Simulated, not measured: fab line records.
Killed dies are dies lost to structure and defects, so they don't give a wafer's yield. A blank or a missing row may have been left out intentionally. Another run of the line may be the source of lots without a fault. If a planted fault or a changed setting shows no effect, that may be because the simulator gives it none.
fab line records    flow rit-cmos
record: lots: 7  wafers: 21  last-day: 7
route steps=202 shown SPACER@128 NSD@131 PSD@142 SDANNEAL@153
lots that met no fault: taken from a fault-free run of the same line
start-h: hours from the record's opening day to when the first of the lot's shown wafers began    wait-h: hours from the lot's prior step to this one    " unchanged from the row above    L1.1+2: a row that stands for several wafers    - no value, or no start given    * or withheld: withheld    < > ~ a bound
route shown NAME@n: names a module that has steps shown in the file, with the first one's number in the route    usual: mean/standard deviation of fault-free wafers    same: alike in all rows    chamber/n: place in a boat    sites: readings site by site    _std_site: their standard deviation    _edge_site: inner sites' mean taken away from outer sites' mean    radius-mm: how far each site lies from the wafer's centre    mask NAME#n: copy n    behind: tool/chamber where the wafer was last shaped    hold: the reason the lot was held/the length of the hold in hours/how it ended    device: transistor that didn't switch, given as n, p or np    end of line: tests of these same wafers at the route's end    step lacking rows: just its recipe    killed: count of dies lost to structure and defects at first sort (not the wafer's yield)    map: the dies of a wafer, with x for killed, . for not killed, _ for no die there
set.NAME: the setting that was run; set.NAME@STEP: the one run at that earlier step    model.NAME: the simulator's own value behind a step, which no gauge read
lots seen at some steps along the route; tables by step, rows by wafer
services: from which hour (start-h, from the record's first day; less than 0 if before it) a tool's chamber was out of use, for how many hours, and why
== steps ==
step: RIT_SPACER_CVD_03
recipe: material: Si3N4  target-thk-nm: 250  temp-c: 810  precursor: SiH2Cl2/NH3  time-s: 3300  pressure-mtorr: 300  sih2cl2-flow-sccm: 60  nh3-flow-sccm: 150
step: RIT_SPACER_THK_MEAS_04
recipe: reads: Si3N4_of_SPACER_CVD_03
usual: SPACER_NITRIDE_THK: 250/3.1
lot.wafer  tool           chamber  start-h  wait-h  SPACER_NITRIDE_THK[nm]
L761.1     film-metro-01  -        77.85    0.0     250
L761.2     "              -        "        "       251
L761.5     "              -        "        "       250
L769.1     film-metro-03  -        112.83   0.0     249
L769.3     "              -        "        "       250
L769.4     "              -        "        "       249
L770.2     film-metro-01  -        121.18   0.0     250
L770.4     "              -        "        "       250
L770.5     "              -        "        "       250
L771.1     film-metro-01  -        128.98   0.0     256
L771.2     "              -        "        "       254
L771.5     "              -        "        "       255
L773.1     film-metro-02  -        137.63   0.0     247
L773.2     "              -        "        "       248
L773.3     "              -        "        "       250
L777.2     film-metro-02  -        153.86   0.0     249
L777.5     "              -        "        "       246
L777.6     "              -        "        "       249
L778.1     film-metro-01  -        162.82   0.0     248
L778.2     "              -        "        "       248
L778.4     "              -        "        "       247
step: RIT_SPACER_ETCHBACK_05
recipe: target-depth-a: 2500  SF6_flow_sccm: 30  CHF3_flow_sccm: 30  target: Si3N4  chemistry: SF6/CHF3  pressure-mtorr: 40  rf-w: 250  time-s: 240  stop-on: SiO2
usual: drypump-motor-current-A: 5.8/0.53  oes-product-au: 0.840/0.014  rf-fwd-power-W: 249.3/0.78  throttle-valve-pct: 10.33/0.14
lot.wafer  tool         chamber  start-h  wait-h  drypump-motor-current-A  oes-product-au  rf-fwd-power-W  rf-hours-counter-h  throttle-valve-pct
L761.1     rie-diel-03  0        77.91    0.1     5.9                      0.822           249.3           70                  10.26
L761.2     "            3        "        "       4.8                      0.853           248.7           41                  10.45
L761.5     "            3        "        "       4.8                      0.839           249.3           -                   10.43
L769.1     rie-diel-04  1        112.89   0.1     5.8                      0.865           248.8           48                  10.41
L769.3     "            0        "        "       5.7                      0.834           249.0           116                 10.27
L769.4     "            2        "        "       6.3                      0.834           248.2           24                  10.32
L770.2     rie-diel-03  2        121.23   0.0     6.1                      0.839           249.6           0                   9.97
L770.4     "            2        "        "       6.1                      0.845           248.3           -                   9.97
L770.5     "            3        "        "       4.8                      0.837           249.9           -                   10.43
L771.1     rie-diel-03  2        129.04   0.1     6.1                      0.858           249.5           0                   9.97
L771.2     "            0        "        "       5.8                      0.821           250.2           72                  10.26
L771.5     "            2        "        "       6.1                      0.858           249.5           -                   9.97
L773.1     rie-diel-04  0        137.69   0.1     5.7                      0.827           249.6           116                 10.27
L773.2     "            2        "        "       6.2                      0.820           248.5           24                  10.33
L773.3     "            1        "        "       5.8                      0.862           249.2           48                  10.43
L777.2     rie-diel-02  3        153.91   0.0     6.7                      0.820           248.7           123                 10.45
L777.5     "            2        "        "       5.0                      0.836           249.5           -                   10.54
L777.6     "            3        "        "       6.7                      0.825           248.3           -                   10.43
L778.1     rie-diel-03  1        162.88   0.1     5.1                      0.845           248.7           1                   10.46
L778.2     "            3        "        "       4.8                      0.839           247.7           44                  10.42
L778.4     "            1        "        "       5.1                      0.854           249.6           -                   10.46
step: RIT_NSD_HMDS_00
recipe: prime-time-s: 60  prime-temp-c: 140
step: RIT_NSD_COAT_01
recipe: resist: NOVOLAK  spin-rpm: 3250  resist-thk-nm: 1000
step: RIT_NSD_SOFTBAKE_02
recipe: resist: NOVOLAK  temp-c: 90  time-s: 60
step: RIT_NSD_EXPOSE_03
recipe: mask-id: M9  na: 0.57  target-cd-nm: 40700  dose-mj: 250
step: RIT_NSD_PEB_04
recipe: resist: NOVOLAK  temp-c: withheld  time-s: withheld
step: RIT_NSD_DEVELOP_05
recipe: resist: NOVOLAK  develop-time-s: 50  dev-temp-c: 23
step: RIT_NSD_OVL_MEAS_06
usual: NSD_OVL: 0.3/1.2
lot.wafer  tool        chamber  start-h  wait-h  NSD_OVL[nm]
L761.1     overlay-02  -        79.03    -       -1.1
L761.2     "           -        "        "       0.7
L761.5     "           -        "        "       0.3
L769.1     overlay-01  -        114.02   -       2.1
L769.3     "           -        "        "       1.0
L769.4     "           -        "        "       0.7
L770.2     overlay-02  -        122.36   -       1.3
L770.4     "           -        "        "       0.6
L770.5     "           -        "        "       2.4
L771.1     overlay-02  -        130.04   -       -0.9
L771.2     "           -        "        "       -0.7
L771.5     "           -        "        "       -1.4
L773.1     overlay-01  -        138.95   -       1.2
L773.2     "           -        "        "       1.3
L773.3     "           -        "        "       2.6
L777.2     overlay-01  -        154.92   -       -0.7
L777.5     "           -        "        "       -1.6
L777.6     "           -        "        "       -1.0
L778.1     overlay-01  -        163.88   -       -0.1
L778.2     "           -        "        "       -1.0
L778.4     "           -        "        "       -0.9
step: RIT_NSD_HARDBAKE_07
recipe: resist: NOVOLAK  temp-c: 140  time-s: 60
step: RIT_NSD_IMPLANT_08
recipe: species: P  energy-kev: 24.7  dose-cm2: 1e+15  tilt-deg: 7
step: RIT_NSD_STRIP_09
recipe: chemistry: O2  time-s: 180  resist: NOVOLAK  platen-temp-c: withheld  power-w: 500  pressure-mtorr: 4000  o2-flow-sccm: 4000
usual: chamber-pressure-mTorr: 4000/3.3  drypump-motor-current-A: 5.78/0.25
lot.wafer  tool             chamber  start-h  wait-h  chamber-pressure-mTorr  drypump-motor-current-A  rf-hours-counter-h  model.NOVOLAK_of_NSD_COAT_01.thk-nm
L761.1     plasma-asher-03  1        79.37    0.1     3999                    5.68                     43                  0
L761.2     "                0        "        "       4005                    5.92                     43                  0
L761.5     "                1        "        "       4002                    5.65                     -                   0
L769.1     plasma-asher-03  1        114.35   0.1     -                       -                        -                   882.8
L769.3     "                1        "        "       -                       -                        -                   882.6
L769.4     "                0        "        "       -                       -                        -                   885.7
L770.2     plasma-asher-03  1        122.69   0.1     -                       -                        -                   883.2
L770.4     "                0        "        "       -                       -                        -                   883.6
L770.5     "                0        "        "       -                       -                        -                   883
L771.1     plasma-asher-03  1        130.39   0.1     -                       -                        -                   884.2
L771.2     "                0        "        "       -                       -                        -                   880.7
L771.5     "                0        "        "       -                       -                        -                   885.6
L773.1     plasma-asher-03  0        139.29   0.1     3998                    5.92                     50                  0
L773.2     "                1        "        "       4004                    5.62                     50                  0
L773.3     "                0        "        "       4005                    5.92                     -                   0
L777.2     plasma-asher-02  1        155.25   0.1     4004                    6.65                     38                  0
L777.5     "                0        "        "       3997                    5.53                     -                   0
L777.6     "                1        "        "       3998                    6.60                     -                   0
L778.1     plasma-asher-03  0        164.22   0.1     3997                    5.92                     52                  0
L778.2     "                1        "        "       4002                    5.64                     52                  0
L778.4     "                0        "        "       3992                    5.93                     -                   0
step: RIT_NSD_TW_MEAS_10
usual: NSD_TW: 3092/18
lot.wafer  tool           chamber  start-h  wait-h  NSD_TW
L761.1     film-metro-02  -        79.54    0.1     3097
L761.2     "              -        "        "       3100
L761.5     "              -        "        "       3107
L769.1     film-metro-03  -        114.53   0.1     3104
L769.3     "              -        "        "       3121
L769.4     "              -        "        "       3113
L770.2     film-metro-03  -        122.87   0.1     3123
L770.4     "              -        "        "       3132
L770.5     "              -        "        "       3128
L771.1     film-metro-04  -        130.56   0.1     3110
L771.2     "              -        "        "       3112
L771.5     "              -        "        "       3123
L773.1     film-metro-04  -        139.46   0.1     3116
L773.2     "              -        "        "       3092
L773.3     "              -        "        "       3119
L777.2     film-metro-04  -        155.43   0.1     3085
L777.5     "              -        "        "       3084
L777.6     "              -        "        "       3078
L778.1     film-metro-04  -        164.39   0.1     3082
L778.2     "              -        "        "       3076
L778.4     "              -        "        "       3079
step: RIT_PSD_HMDS_00
recipe: prime-time-s: 60  prime-temp-c: 140
step: RIT_PSD_COAT_01
recipe: resist: NOVOLAK  spin-rpm: 3250  resist-thk-nm: 1000
step: RIT_PSD_SOFTBAKE_02
recipe: resist: NOVOLAK  temp-c: 90  time-s: 60
step: RIT_PSD_EXPOSE_03
recipe: mask-id: M10  na: 0.57  target-cd-nm: 40900  dose-mj: 250
step: RIT_PSD_PEB_04
recipe: resist: NOVOLAK  temp-c: withheld  time-s: withheld
step: RIT_PSD_DEVELOP_05
recipe: resist: NOVOLAK  develop-time-s: 50  dev-temp-c: 23
step: RIT_PSD_OVL_MEAS_06
usual: PSD_OVL: 0.1/1.5
lot.wafer  tool        chamber  start-h  wait-h  PSD_OVL[nm]
L761.1     overlay-02  -        80.58    -       -2.6
L761.2     "           -        "        "       -2.5
L761.5     "           -        "        "       -3.1
L769.1     overlay-01  -        115.44   -       -0.8
L769.3     "           -        "        "       0.5
L769.4     "           -        "        "       -2.0
L770.2     overlay-01  -        123.90   -       -1.6
L770.4     "           -        "        "       0.6
L770.5     "           -        "        "       1.0
L771.1     overlay-02  -        131.47   -       0.6
L771.2     "           -        "        "       1.6
L771.5     "           -        "        "       2.6
L773.1     overlay-02  -        140.50   -       1.1
L773.2     "           -        "        "       0.1
L773.3     "           -        "        "       0.6
L777.2     overlay-01  -        156.46   -       -2.8
L777.5     "           -        "        "       -1.5
L777.6     "           -        "        "       -1.6
L778.1     overlay-01  -        165.33   -       -0.8
L778.2     "           -        "        "       0.9
L778.4     "           -        "        "       2.5
step: RIT_PSD_HARDBAKE_07
recipe: resist: NOVOLAK  temp-c: 140  time-s: 60
step: RIT_PSD_IMPLANT_08
recipe: species: BF2  energy-kev: 27  dose-cm2: 5e+15  tilt-deg: 7
step: RIT_PSD_STRIP_09
recipe: chemistry: O2  time-s: 180  resist: NOVOLAK  platen-temp-c: withheld  power-w: 500  pressure-mtorr: 4000  o2-flow-sccm: 4000
usual: chamber-pressure-mTorr: 4000/3.7  drypump-motor-current-A: 5.63/0.19
lot.wafer  tool             chamber  start-h  wait-h  chamber-pressure-mTorr  drypump-motor-current-A  rf-hours-counter-h
L761.1     plasma-asher-04  0        80.91    0.1     3997                    5.66                     43
L761.2     "                1        "        "       3998                    5.27                     43
L761.5     "                0        "        "       4004                    5.68                     -
L769.1     plasma-asher-03  0        115.77   0.1     3992                    5.92                     47
L769.3     "                0        "        "       3999                    5.92                     -
L769.4     "                1        "        "       4000                    5.64                     -
L770.2     plasma-asher-01  0        124.40   0.1     4001                    5.72                     1
L770.4     "                0        "        "       4000                    5.73                     -
L770.5     "                0        "        "       4006                    5.72                     -
L771.1     plasma-asher-01  0        131.81   0.1     4005                    5.72                     1
L771.2     "                1        "        "       4001                    5.65                     1
L771.5     "                0        "        "       3998                    5.73                     -
L773.1     plasma-asher-03  0        140.83   0.1     4001                    5.90                     50
L773.2     "                1        "        "       3996                    5.66                     50
L773.3     "                1        "        "       3996                    5.65                     -
L777.2     plasma-asher-03  1        157.05   0.1     3999                    5.62                     52
L777.5     "                0        "        "       3994                    5.93                     -
L777.6     "                1        "        "       4002                    5.64                     -
L778.1     plasma-asher-04  0        165.67   0.1     4007                    5.61                     52
L778.2     "                1        "        "       4001                    5.27                     52
L778.4     "                1        "        "       3997                    5.27                     -
step: RIT_PSD_TW_MEAS_10
usual: PSD_TW: 3413/22
lot.wafer  tool           chamber  start-h  wait-h  PSD_TW
L761.1     film-metro-02  -        81.09    0.1     3431
L761.2     "              -        "        "       3429
L761.5     "              -        "        "       3428
L769.1     film-metro-02  -        115.95   0.1     30
L769.3     "              -        "        "       30
L769.4     "              -        "        "       30
L770.2     film-metro-04  -        124.59   0.1     30
L770.4     "              -        "        "       30
L770.5     "              -        "        "       30
L771.1     film-metro-02  -        131.98   0.1     30
L771.2     "              -        "        "       30
L771.5     "              -        "        "       30
L773.1     film-metro-03  -        141.01   0.1     3439
L773.2     "              -        "        "       3431
L773.3     "              -        "        "       3465
L777.2     film-metro-04  -        157.24   0.1     3385
L777.5     "              -        "        "       3377
L777.6     "              -        "        "       3376
L778.1     film-metro-04  -        165.85   0.1     3386
L778.2     "              -        "        "       3382
L778.4     "              -        "        "       3380
step: RIT_SDANNEAL_CLEAN_00
recipe: chemistry: SC1  mix: 3:3:50  time-s: 608.5  temp-c: 75
== services ==
tool             chamber  start-h  hours  kind
rie-diel-04      1        58.61    5.6    repair
rie-diel-03      1        63.76    17.4   repair
rie-diel-03      2        81.13    -      clean
rie-diel-03      2        81.13    -      consumable-replace:esc
rie-diel-03      2        81.13    30.9   scheduled-down
rie-diel-03      2        81.13    30.9   vent-cycle
plasma-asher-01  -        108.75   9.0    pm
plasma-asher-01  0        108.75   9.0    vent-cycle
plasma-asher-01  1        108.75   9.0    vent-cycle
rie-diel-03      1        112.02   -      clean
rie-diel-03      1        112.02   26.6   scheduled-down
rie-diel-03      1        112.02   26.6   vent-cycle
plasma-asher-01  0        117.75   -      clean
plasma-asher-01  1        117.75   -      clean
rie-diel-02      -        118.34   20.4   repair
plasma-asher-04  -        143.32   2.8    pm
rie-diel-03      0        160.43   8.9    repair
rie-diel-02      1        165.22   10.0   repair
== key ==
first-sign: step: RIT_NSD_STRIP_09  reading: tool-record  direction: missing
effect: step: RIT_PSD_TW_MEAS_10  reading: PSD_TW  direction: down  sigmas: 99+  usual: 3413  struck: 30
model-effect: step: RIT_NSD_STRIP_09  value: NOVOLAK_of_NSD_COAT_01.thk-nm  without: 0  struck: 883.5
met-at RIT_NSD_STRIP_09
struck-wafers L769.1,L769.3,L769.4,L770.2,L770.4,L770.5,L771.1,L771.2,L771.5
sort-left-out L769.1,L769.3,L769.4,L770.2,L770.4,L770.5,L771.1,L771.2,L771.5
tester-left-out L769,L770,L771
onset-between 79.37 114.35
fault: kind: skipped-step-whole  tool: plasma-asher-03  chamber: -  onset-h: 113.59  steps: RIT_NSD_STRIP_09  scope: struck-lots-only
tester-left-out: of these lots the tester's yield and bins aren't shown, on N5 and GAA mostly nor the transistor test; their killed dies are dies lost to structure and defects alone, not to doping, threshold or leakage, so they don't give the yield
sort-left-out: the simulated sort isn't trusted on such a fault, so these wafers' sort isn't shown, and their yield isn't known
